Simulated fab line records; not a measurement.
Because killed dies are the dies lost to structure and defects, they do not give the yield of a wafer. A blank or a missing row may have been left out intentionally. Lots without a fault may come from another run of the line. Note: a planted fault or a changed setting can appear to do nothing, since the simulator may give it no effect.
Which of the tools did it?    flow rit cmos    Sampling: 14 lots, 42 wafers, 2 of 202 route steps

## WHAT THE GAUGES READ, wafer by wafer
Not one reading of a measure or inspect step in the record can be checked against a usual standard deviation.

## EACH LOT AND THE TOOL THAT RAN IT (in order: tool; ch and the chambers of the sampled wafers; start)
lot   RIT_NRETRO_STRIP_09                  RIT_M1_PROBE_99
L544  plasma asher-03 ch 0,1, day 2 05:58  -
L545  plasma asher-03 ch 0,1, day 2 10:34  -
L547  plasma asher-02 ch 0,1, day 2 21:20  -
L548  plasma asher-04 ch 0,1, day 3 03:11  -
L549  plasma asher-04 ch 0,1, day 3 06:26  -
L552  plasma asher-02 ch 0, day 3 23:52    -
L553  plasma asher-02 ch 1, day 4 04:56    -
L554  plasma asher-03 ch 0,1, day 4 11:10  -
L556  plasma asher-03 ch 0,1, day 5 02:02  -
L558  plasma asher-03 ch 0,1, day 5 08:35  prober-02, day 6 14:26
L560  plasma asher-03 ch 0,1, day 5 15:50  prober-02, day 6 20:53
L562  plasma asher-02 ch 0, day 6 01:35    prober-02, day 7 04:17
L565  plasma asher-04 ch 0, day 6 14:08    -
L567  plasma asher-02 ch 0,1, day 7 03:02  -
- RIT_NRETRO_STRIP_09: strips in O2, time 180 s.
- RIT_M1_PROBE_99

## WHAT THE TOOLS THEMSELVES READ (means of the sampled wafers that have a number; where no wafer has one, the mark that the record gives instead)
RIT_NRETRO_STRIP_09.
lot   tool             chamber pressure mTorr (mTorr)  drypump motor current A (A)  o2 flow sccm (sccm)
L544  plasma asher-03  4000                            5.6                          3997
L545  plasma asher-03  4001                            5.6                          3984
L547  plasma asher-02  3999                            5.4                          3997
L548  plasma asher-04  4002                            5.7                          4005
L549  plasma asher-04  4001                            5.7                          3989
L552  plasma asher-02  3998                            5.4                          4003
L553  plasma asher-02  3997                            5.4                          3995
L554  plasma asher-03  4004                            5.6                          4003
L556  plasma asher-03  4001                            5.6                          3998
L558  plasma asher-03  4003                            5.6                          3995
L560  plasma asher-03  4002                            5.3                          4006
L562  plasma asher-02  3999                            5.3                          3996
L565  plasma asher-04  4003                            5.9                          4006
L567  plasma asher-02  4002                            5.3                          4011

RIT_M1_PROBE_99.
lot   tool       killed_at_M0_to_M3  killed at contacts  killed at front end  killed dies  killed on rim  killed open  killed short
L558  prober-02  0.0                 0.0                 18.3                 18.3         6.3            3.3          2.3
L560  prober-02  0.0                 0.0                 10.3                 10.3         3.3            2.7          2.0
L562  prober-02  0.0                 0.0                 9.3                  9.3          3.3            4.3          5.0

## THE ANSWER, worked out from the rows above alone
Rule: usual is defined by the lots themselves. Put in order of their means at a reading, lots are off if they are a third of the lots or fewer, leave a main group of 4 or more, and stand apart from it by a gap of 3 or more times the standard deviation of the main group's means; of several such gaps the widest counts. A main group whose means are all the same, to the digits that the tables above print for the reading, isn't used. A lot without any number at a reading at which 4 lots or more have one is off too. Any other lot the step has rows for is counted as sound. Order of review: gauges by route order, followed by the tools' own readings, for which a lot's mean as printed above is used. At the first step where some lot is off, the reading lying furthest off is the one used; lots without a number count as furthest.
None of the lots is off at any reading shown; this tells nothing.

## WHAT WAS PUT IN BY THE SIMULATOR
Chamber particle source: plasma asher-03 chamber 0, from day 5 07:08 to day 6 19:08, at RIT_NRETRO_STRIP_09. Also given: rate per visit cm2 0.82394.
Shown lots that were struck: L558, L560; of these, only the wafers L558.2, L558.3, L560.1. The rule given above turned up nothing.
